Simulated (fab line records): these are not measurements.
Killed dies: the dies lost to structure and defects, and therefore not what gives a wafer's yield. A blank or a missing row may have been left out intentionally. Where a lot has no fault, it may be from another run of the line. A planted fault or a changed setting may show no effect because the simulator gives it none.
fab line records	flow ritCmos
[record] lots = 14	wafers = 42	lastDay = 7
route steps=202 shown GATE@92 PSD@148 CONTACT@168
lots untouched by any fault: they come from a run of this same line in which no faults occurred
startH: start of the lot's first displayed wafer, in hours after the record's first day	waitH: hours from the lot's prior step to this one	" repeats the value in the row above	L1.1+2: a row that stands for several wafers	- value missing, or start not given	* or withheld: withheld	< > ~ a bound
route shown NAME@n: a module of which the file shows steps, and the number in the route of the first	usual: the fault-free wafers' mean and standard deviation	same: alike in all rows	chamber/n: place in a boat	sites: the reading at each site	_std_site: standard deviation across them	_edge_site: inner sites' mean taken away from outer sites' mean	radiusMm: for every site, how far away it sits from the centre of the wafer	mask NAME#n: copy n	behind: the tool/chamber that last shaped the wafer	hold: reason for holding the lot/hours on hold/outcome of the hold	device: the n, p or np transistor that did not switch	end of line: at the end of the route, the tests of the same wafers	a step given without rows: its recipe and nothing more	killed: dies that structure and defects cost at the first sort, which is not the same as the wafer's yield	map: a wafer's dies, marking killed ones x, the rest . and places with no die _
set.NAME: the run value of the setting; set.NAME@STEP: its run value at that earlier step	model.NAME: the simulator's own value behind a step, which no gauge read
the route's steps for a sample of lots (tables are steps, rows are wafers)
services: the hour from which a tool's chamber was out of use, counted from the record's first day as startH (under 0 if before that day), plus the number of hours and why
[[steps]]
[step RIT_GATE_CD_MEAS_16]
[recipe] targetCdNm = 150
[usual] cdNm = 150.0/2.1
lot.wafer	tool	chamber	startH	waitH	cdNm
L327.2	cdSem-02	-	42.78	-	150.8
L327.5	"	-	"	"	150.4
L327.6	"	-	"	"	150.7
L328.1	cdSem-01	-	45.01	-	153.5
L328.2	"	-	"	"	153.0
L328.6	"	-	"	"	153.8
L329.2	cdSem-02	-	50.71	-	150.5
L329.4	"	-	"	"	150.0
L329.5	"	-	"	"	147.4
L330.2	cdSem-02	-	54.43	-	150.3
L330.4	"	-	"	"	150.6
L330.6	"	-	"	"	150.5
L331.1	cdSem-01	-	60.01	-	148.7
L331.4	"	-	"	"	148.1
L331.6	"	-	"	"	149.0
L333.3	cdSem-01	-	70.81	-	151.4
L333.4	"	-	"	"	152.3
L333.6	"	-	"	"	151.0
L334.2	cdSem-02	-	75.01	-	151.0
L334.5	"	-	"	"	148.2
L334.6	"	-	"	"	151.0
L335.1	cdSem-01	-	83.18	-	154.9
L335.3	"	-	"	"	150.1
L335.6	"	-	"	"	151.1
L336.1	cdSem-02	-	88.75	-	149.2
L336.2	"	-	"	"	150.3
L336.3	"	-	"	"	150.0
L338.2	cdSem-01	-	95.72	-	149.1
L338.3	"	-	"	"	149.8
L338.6	"	-	"	"	150.2
L339.1	cdSem-01	-	101.27	-	150.9
L339.5	"	-	"	"	149.1
L339.6	"	-	"	"	151.1
L341.2	cdSem-02	-	110.26	-	149.2
L341.4	"	-	"	"	149.4
L341.6	"	-	"	"	150.3
L343.1	cdSem-02	-	118.00	-	144.9
L343.3	"	-	"	"	143.7
L343.6	"	-	"	"	146.1
L349.2	cdSem-01	-	150.66	-	145.5
L349.4	"	-	"	"	147.3
L349.6	"	-	"	"	147.9
[step RIT_PSD_OVL_MEAS_06]
[usual] PSD_OVL = -1.0/1.4
lot.wafer	tool	chamber	startH	waitH	PSD_OVL[nm]
L327.2	overlay-02	-	54.63	-	0.0
L327.5	"	-	"	"	1.8
L327.6	"	-	"	"	-1.8
L328.1	overlay-02	-	58.60	-	0.0
L328.2	"	-	"	"	1.3
L328.6	"	-	"	"	2.6
L329.2	overlay-01	-	63.67	-	-0.8
L329.4	"	-	"	"	-1.6
L329.5	"	-	"	"	-2.2
L330.2	overlay-01	-	66.88	-	-2.9
L330.4	"	-	"	"	-2.3
L330.6	"	-	"	"	-2.4
L331.1	overlay-02	-	74.54	-	0.8
L331.4	"	-	"	"	-0.1
L331.6	"	-	"	"	0.8
L333.3	overlay-02	-	83.40	-	0.1
L333.4	"	-	"	"	-0.4
L333.6	"	-	"	"	-0.2
L334.2	overlay-01	-	88.57	-	1.0
L334.5	"	-	"	"	-2.0
L334.6	"	-	"	"	-0.8
L335.1	overlay-01	-	94.84	-	-1.0
L335.3	"	-	"	"	-1.7
L335.6	"	-	"	"	1.1
L336.1	overlay-01	-	101.43	-	-1.9
L336.2	"	-	"	"	-0.1
L336.3	"	-	"	"	-0.4
L338.2	overlay-02	-	108.33	-	-1.4
L338.3	"	-	"	"	-1.2
L338.6	"	-	"	"	-3.7
L339.1	overlay-02	-	113.27	-	-2.6
L339.5	"	-	"	"	-1.7
L339.6	"	-	"	"	-1.2
L341.2	overlay-01	-	122.82	-	-0.4
L341.4	"	-	"	"	-0.4
L341.6	"	-	"	"	0.4
L343.1	overlay-02	-	130.26	-	-0.3
L343.3	"	-	"	"	-0.8
L343.6	"	-	"	"	-2.9
L349.2	overlay-02	-	163.20	-	-0.3
L349.4	"	-	"	"	-0.1
L349.6	"	-	"	"	-1.3
[step RIT_CONTACT_CVD_00]
[recipe] material = SiO2	targetThkNm = 400	precursor = TEOS	tempC = 390	timeS = 61	rfW = 400
[usual] heaterPowerW = 316/69
lot.wafer	tool	chamber	startH	waitH	heaterPowerW
L327.2	pecvd-04	0	56.61	0.0	339
L327.5	"	1	"	"	352
L327.6	"	0	"	"	353
L328.1	pecvd-01	0	60.66	0.1	343
L328.2	"	2	"	"	261
L328.6	"	1	"	"	280
L329.2	pecvd-02	2	65.87	0.0	239
L329.4	"	0	"	"	210
L329.5	"	1	"	"	370
L330.2	pecvd-04	2	69.45	0.0	379
L330.4	"	0	"	"	340
L330.6	"	1	"	"	278
L331.1	pecvd-01	2	76.53	0.1	210
L331.4	"	0	"	"	332
L331.6	"	2	"	"	225
L333.3	pecvd-04	1	85.41	0.0	357
L333.4	"	2	"	"	463
L333.6	"	0	"	"	329
L334.2	pecvd-01	2	90.57	0.0	234
L334.5	"	1	"	"	250
L334.6	"	0	"	"	339
L335.1	pecvd-02	2	96.84	0.1	241
L335.3	"	0	"	"	225
L335.6	"	1	"	"	283
L336.1	pecvd-04	1	103.46	0.1	315
L336.2	"	0	"	"	310
L336.3	"	2	"	"	416
L338.2	pecvd-02	1	110.32	0.0	303
L338.3	"	1	"	"	328
L338.6	"	0	"	"	245
L339.1	pecvd-04	1	115.27	0.1	329
L339.5	"	1	"	"	346
L339.6	"	0	"	"	355
L341.2	pecvd-02	2	124.84	0.0	292
L341.4	"	2	"	"	208
L341.6	"	0	"	"	256
L343.1	pecvd-01	2	132.26	0.1	204
L343.3	"	1	"	"	254
L343.6	"	2	"	"	218
L349.2	pecvd-01	0	165.19	0.0	326
L349.4	"	0	"	"	324
L349.6	"	2	"	"	230
[step RIT_CONTACT_ETCH_11]
[recipe] targetDepthA = 4800	overEtchFrac = 0.2	stopOn = TiSi2	chemistry = CHF3/CF4/Ar	target = SiO2	CHF3_flow_sccm = 50	cf4FlowSccm = 10	Ar_flow_sccm = 100	O2_flow_sccm = 5	pressureMtorr = 100	rfW = 200	timeS = 320
[usual] drypumpMotorCurrentA = 5.9/0.49	oesProductAu = 0.989/0.01	rfFwdPowerW = 199.6/0.6	throttleValvePct = 8.80/0.1
lot.wafer	tool	chamber	startH	waitH	drypumpMotorCurrentA	oesProductAu	rfFwdPowerW	rfHoursCounterH	throttleValvePct
L327.2	rieDiel-01	0	58.12	0.1	6.4	1.009	199.6	88	8.69
L327.5	"	3	"	"	5.8	0.981	199.9	-	8.75
L327.6	"	0	"	"	6.4	1.006	199.4	-	8.69
L328.1	rieDiel-03	3	62.05	0.1	5.2	0.980	198.8	139	8.86
L328.2	"	0	"	"	6.5	0.994	199.0	72	8.91
L328.6	"	3	"	"	5.2	0.990	199.3	-	8.87
L329.2	rieDiel-02	0	67.38	0.1	5.9	1.006	199.4	166	8.72
L329.4	"	3	"	"	6.3	0.963	200.0	7	8.72
L329.5	"	2	"	"	5.3	1.001	198.7	-	8.60
L330.2	rieDiel-03	1	70.84	0.1	6.5	0.987	199.7	28	8.92
L330.4	"	3	"	"	5.2	0.984	200.2	140	8.88
L330.6	"	1	"	"	6.4	0.984	200.2	-	8.90
L331.1	rieDiel-02	1	77.98	0.1	6.4	0.992	199.3	59	8.81
L331.4	"	1	"	"	6.4	0.995	201.4	-	8.81
L331.6	"	2	"	"	5.4	0.991	200.8	-	8.60
L333.3	rieDiel-03	3	86.80	0.1	5.2	0.985	198.8	140	8.85
L333.4	"	1	"	"	6.4	0.985	198.4	29	8.92
L333.6	"	0	"	"	6.5	0.994	200.1	-	8.89
L334.2	rieDiel-02	0	91.95	0.1	5.9	0.997	199.5	0	8.72
L334.5	"	0	"	"	5.9	1.003	199.4	-	8.73
L334.6	"	1	"	"	6.4	0.991	199.8	-	8.81
L335.1	rieDiel-03	1	98.22	0.1	6.4	0.987	200.2	29	8.91
L335.3	"	2	"	"	5.4	1.000	199.7	39	8.71
L335.6	"	0	"	"	6.5	0.994	199.8	-	8.89
L336.1	rieDiel-01	2	104.97	0.1	5.7	1.008	200.0	54	8.78
L336.2	"	3	"	"	5.8	0.977	198.4	38	8.77
L336.3	"	0	"	"	6.3	0.999	198.9	89	8.68
L338.2	rieDiel-03	3	111.73	0.1	5.3	0.982	200.1	140	8.88
L338.3	"	1	"	"	6.4	0.986	199.5	29	8.91
L338.6	"	2	"	"	5.4	0.988	200.3	-	8.69
L339.1	rieDiel-03	2	116.78	0.1	5.4	0.996	168.3	40	8.70
L339.5	"	3	"	"	5.2	0.977	167.4	-	8.86
L339.6	"	2	"	"	5.4	0.999	168.0	-	8.70
L341.2	rieDiel-03	2	126.35	0.1	5.4	0.988	167.5	40	8.72
L341.4	"	3	"	"	5.2	0.967	168.5	141	8.85
L341.6	"	0	"	"	6.4	1.003	167.6	-	8.89
L343.1	rieDiel-02	1	133.76	0.1	6.4	0.987	200.2	60	8.81
L343.3	"	2	"	"	5.4	0.993	199.5	73	8.60
L343.6	"	2	"	"	5.4	0.980	199.5	-	8.60
L349.2	rieDiel-02	3	166.81	0.1	6.3	0.961	199.0	8	8.71
L349.4	"	0	"	"	5.9	0.995	200.5	1	8.73
L349.6	"	2	"	"	5.4	0.995	199.5	-	8.60
[[services]]
tool	chamber	startH	hours	kind
pecvd-02	-	44.74	0.7	repair
rieDiel-03	-	57.93	0.6	repair
rieDiel-02	0	76.36	-	clean
rieDiel-02	0	76.36	14.8	scheduledDown
rieDiel-02	0	76.36	14.8	ventCycle
pecvd-04	-	80.61	0.5	repair
pecvd-02	-	86.49	1.0	repair
rieDiel-02	3	87.02	10.5	repair
pecvd-04	1	87.20	13.8	repair
rieDiel-01	1	95.27	5.7	repair
rieDiel-03	0	98.90	9.8	repair
pecvd-02	2	106.14	9.6	repair
rieDiel-03	0	109.05	15.7	repair
rieDiel-02	-	115.48	14.6	pm
pecvd-02	1	118.88	5.6	repair
pecvd-02	-	165.69	1.1	repair
[[key]]
[firstSign] step = RIT_CONTACT_ETCH_11	reading = rfFwdPowerW	direction = down	sigmas = 53	usual = 199.6	struck = 167.9
effect none on later readings
metAt RIT_CONTACT_ETCH_11
struckLots L339,L341
sortLeftOut L339.1,L339.5,L339.6,L341.2,L341.4,L341.6
testerLeftOut L339,L341
notActingAt RIT_GATE_CD_MEAS_16,RIT_PSD_OVL_MEAS_06,RIT_CONTACT_CVD_00
onsetBetween 111.73 116.78
[fault] kind = processParameterDrift	tool = rieDiel-03	chamber = -	onsetH = 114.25	steps = RIT_CONTACT_ETCH_11	channel = rfW	offset = -32	shape = step	endH = 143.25	actsIn = theseRecipesOnly	stated = 200
// testerLeftOut: of these lots the tester's yield and bins aren't shown, on N5 and GAA mostly nor the transistor test; their killed dies are dies lost to structure and defects alone, not to doping, threshold or leakage, so they don't give the yield
// sortLeftOut: the simulated sort isn't trusted on such a fault, so these wafers' sort isn't shown, and their yield isn't known
